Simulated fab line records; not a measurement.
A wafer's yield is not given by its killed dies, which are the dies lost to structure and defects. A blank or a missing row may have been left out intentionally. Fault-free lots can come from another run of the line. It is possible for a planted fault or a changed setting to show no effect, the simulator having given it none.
Which of the tools did it? / flow berkeley_cmos170 / at 1 step of a route of 331, 7 lots with 21 wafers sampled

WHAT THE GAUGES SHOWED, per wafer
UCB170_WELLDRIVE_THK_MEAS_02.
lot=L537; measured=day 4 01:02; on=film_metro-02; WELLDRIVE_OXIDE_THK (nm)=200 201 202
lot=L538; measured=day 4 11:02; on=film_metro-02; WELLDRIVE_OXIDE_THK (nm)=205 203 201
lot=L541; measured=day 5 06:11; on=film_metro-04; WELLDRIVE_OXIDE_THK (nm)=199 201 199
lot=L543; measured=day 5 11:53; on=film_metro-02; WELLDRIVE_OXIDE_THK (nm)=198 195 199
lot=L546; measured=day 6 07:20; on=film_metro-01; WELLDRIVE_OXIDE_THK (nm)=204 201 206
lot=L548; measured=day 6 17:20; on=film_metro-04; WELLDRIVE_OXIDE_THK (nm)=201 197 200
lot=L555; measured=day 8 00:30; on=film_metro-01; WELLDRIVE_OXIDE_THK (nm)=198 195 193

WHAT TOOL EACH LOT RAN ON (gives the tool, then ch and the chambers of the sampled wafers, and finally the start)
There is no process step in the record ahead of these readings.

THE ANSWER, worked out from the rows above alone
Rule: usual is defined by the lots themselves. The widest of any qualifying gaps counts: lots, ordered by their means at a reading, are off when they make up no more than a third of the lots, leave a main group of 4 or more, and stand apart from it by 3 or more times the standard deviation of that group's means. The tables above print the reading to a certain number of digits; a main group whose means all agree to those digits is not used. A lot without any number at a reading at which 4 lots or more have one is off too. Where the step has rows for the other lots, those lots are counted as sound.
No lot is off at any reading shown: from this, nothing can be told.

WHAT THE SIMULATOR HAD INSERTED
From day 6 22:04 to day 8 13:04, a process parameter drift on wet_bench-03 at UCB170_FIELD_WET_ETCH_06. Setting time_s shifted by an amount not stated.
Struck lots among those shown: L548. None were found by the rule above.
